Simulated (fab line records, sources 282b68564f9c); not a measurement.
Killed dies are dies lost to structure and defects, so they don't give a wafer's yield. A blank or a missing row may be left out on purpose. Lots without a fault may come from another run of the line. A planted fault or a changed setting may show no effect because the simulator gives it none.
Which tool did it? | flow rit_cmos | 14 lots, 42 wafers sampled, at 3 steps of a route of 202

WHAT THE GAUGES READ, wafer by wafer
RIT_ACTIVE_BOW_MEAS_00. Usual: INCOMING_BOW 0 um, standard deviation 6.2.
lot  | measured    | on            | INCOMING_BOW (um) | flag
L660 | day 1 10:01 | film_metro-01 | -2 -5 -5          |
L661 | day 1 15:00 | film_metro-01 | 6 1 2             |
L663 | day 2 01:00 | film_metro-02 | -3 -5 -4          |
L664 | day 2 06:02 | film_metro-02 | 5 2 -8            |
L665 | day 2 11:04 | film_metro-03 | -11 5 0           |
L666 | day 2 16:01 | film_metro-03 | -12 3 13          |
L667 | day 2 21:00 | film_metro-01 | 3 -4 3            |
L668 | day 3 02:02 | film_metro-03 | 0 4 3             |
L669 | day 3 07:00 | film_metro-01 | 11 -4 5           |
L672 | day 3 22:00 | film_metro-02 | 5 6 -7            |
L677 | day 4 23:02 | film_metro-02 | -14 -1 -5         |
L679 | day 5 09:00 | film_metro-01 | -2 -4 -4          |
L681 | day 5 19:00 | film_metro-03 | -2 6 1            |
L682 | day 6 00:00 | film_metro-02 | -3 8 0            |

RIT_NWELL_OVL_MEAS_06. Usual: NWELL_OVL 0.4 nm, standard deviation 1.3.
lot  | measured    | on         | NWELL_OVL (nm) | flag
L660 | day 2 05:29 | overlay-01 | 2.5 0.9 -0.1   |
L661 | day 2 06:53 | overlay-01 | -0.2 -0.1 -0.4 |
L663 | day 2 13:02 | overlay-01 | -0.8 3.3 1.6   |
L664 | day 2 17:50 | overlay-01 | 0.8 -0.8 -1.5  |
L665 | day 2 22:50 | overlay-02 | 0.6 0.8 1.9    |
L666 | day 3 02:55 | overlay-02 | 1.9 2.0 2.0    |
L667 | day 3 07:08 | overlay-01 | 0.1 0.2 -0.4   |
L668 | day 3 12:35 | overlay-02 | -1.0 1.4 0.3   |
L669 | day 3 17:19 | overlay-02 | 0.4 -0.8 -1.0  |
L672 | day 4 08:16 | overlay-02 | 2.8 0.2 -1.0   |
L677 | day 5 09:31 | overlay-02 | -2.1 1.0 0.0   |
L679 | day 5 19:19 | overlay-01 | -0.7 0.3 1.6   |
L681 | day 6 05:11 | overlay-02 | 1.6 0.7 2.9    |
L682 | day 6 10:14 | overlay-01 | 1.7 3.1 1.3    |

WHICH TOOL RAN EACH LOT (tool, then ch and the chambers of the sampled wafers, then the start)
lot  | RIT_ACTIVE_ETCH_13
L660 | rie_diel-01 ch 0,2,3, day 1 14:52
L661 | rie_diel-01 ch 1,2,3, day 1 21:07
L663 | rie_diel-01 ch 1,2,3, day 2 06:47
L664 | rie_diel-03 ch 0,1,2, day 2 12:20
L665 | rie_diel-03 ch 0,2,3, day 2 16:38
L666 | rie_diel-03 ch 0,1,3, day 2 20:44
L667 | rie_diel-02 ch 1,2,3, day 3 01:43
L668 | rie_diel-03 ch 0,1, day 3 07:09
L669 | rie_diel-01 ch 1,2,3, day 3 11:43
L672 | rie_diel-03 ch 0,1,3, day 4 02:43
L677 | rie_diel-03 ch 0,1,2, day 5 03:57
L679 | rie_diel-01 ch 0,2,3, day 5 13:43
L681 | rie_diel-02 ch 2,3, day 5 23:43
L682 | rie_diel-02 ch 0,3, day 6 04:47
- RIT_ACTIVE_ETCH_13: etches Si3N4 in SF6, stops on SiO2, time 210 s, target depth 210 nm.

WHAT THE TOOLS THEMSELVES READ (means of the sampled wafers that have a number; where no wafer has one, the mark that the record gives instead)
RIT_ACTIVE_ETCH_13. Usual: drypump_motor_current_A 5.7 A, standard deviation 0.41; oes_product_au 0.824 a.u., standard deviation 0.012; rf_fwd_power_W 124.6 W, standard deviation 0.36; run_length_s 238.3 s, standard deviation 0.53; throttle_valve_pct 7.54 %, standard deviation 0.14.
lot  | tool        | drypump_motor_current_A (A) | oes_product_au (a.u.) | rf_fwd_power_W (W) | run_length_s (s) | throttle_valve_pct (%) | flag
L660 | rie_diel-01 | 5.7                         | 0.822                 | 124.5              | 238.1            | 7.58                   |
L661 | rie_diel-01 | 5.6                         | 0.824                 | 124.2              | 238.5            | 7.58                   |
L663 | rie_diel-01 | 5.6                         | 0.811                 | 124.6              | 238.1            | 7.58                   |
L664 | rie_diel-03 | 5.5                         | 0.831                 | 124.4              | 238.3            | 7.50                   |
L665 | rie_diel-03 | 5.7                         | 0.825                 | 124.6              | 238.3            | 7.49                   |
L666 | rie_diel-03 | 5.8                         | 0.835                 | 124.5              | 238.3            | 7.56                   |
L667 | rie_diel-02 | 6.0                         | 0.819                 | 124.2              | 238.4            | 7.59                   |
L668 | rie_diel-03 | 5.6                         | 0.830                 | 124.4              | 238.0            | 7.57                   |
L669 | rie_diel-01 | 5.6                         | 0.811                 | 124.7              | 238.3            | 7.57                   |
L672 | rie_diel-03 | 5.8                         | 0.870                 | 125.1              | 231.3            | 7.56                   | OFF
L677 | rie_diel-03 | 5.6                         | 0.854                 | 124.5              | 231.0            | 7.50                   | OFF
L679 | rie_diel-01 | 5.7                         | 0.818                 | 124.5              | 238.1            | 7.58                   |
L681 | rie_diel-02 | 5.7                         | 0.823                 | 124.5              | 238.2            | 7.59                   |
L682 | rie_diel-02 | 5.4                         | 0.834                 | 124.8              | 239.0            | 7.65                   |

THE ANSWER, worked out from the rows above alone
Rule: a lot is off if the mean of its wafers that have a number lies more than 3 standard deviations from the usual mean. A lot without any number at a reading at which 4 lots or more have one is off too. The other lots that the step has rows for count as sound. The gauges are gone through in route order, then the tools' own readings, and for those a lot's mean is taken as printed above. The first step at which some lot is off is used, and at that step the reading that is off furthest; a lot without a number counts as furthest.
Off: L672, L677, at RIT_ACTIVE_ETCH_13 (run_length_s).
A tool fits if, at that step or a process step before it, it ran every lot that is off, and no sound lot after the first of them. One fits: rie_diel-03 at RIT_ACTIVE_ETCH_13. Its last sound lot is L668 (day 3 07:09), its first lot that is off L672 (day 4 02:43): a fault that began between those two fits.
The tool's own readings at RIT_ACTIVE_ETCH_13 bear it out: on the lots that are off they differ by more than 5 times the standard deviation of the sound lots' means. run_length_s reads 231.2 s there against 238.3 s on the sound lots.

WHAT THE SIMULATOR HAD PUT IN
Process parameter drift: rie_diel-03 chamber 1, from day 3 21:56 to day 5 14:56, at RIT_ACTIVE_ETCH_13. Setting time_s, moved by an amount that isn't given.
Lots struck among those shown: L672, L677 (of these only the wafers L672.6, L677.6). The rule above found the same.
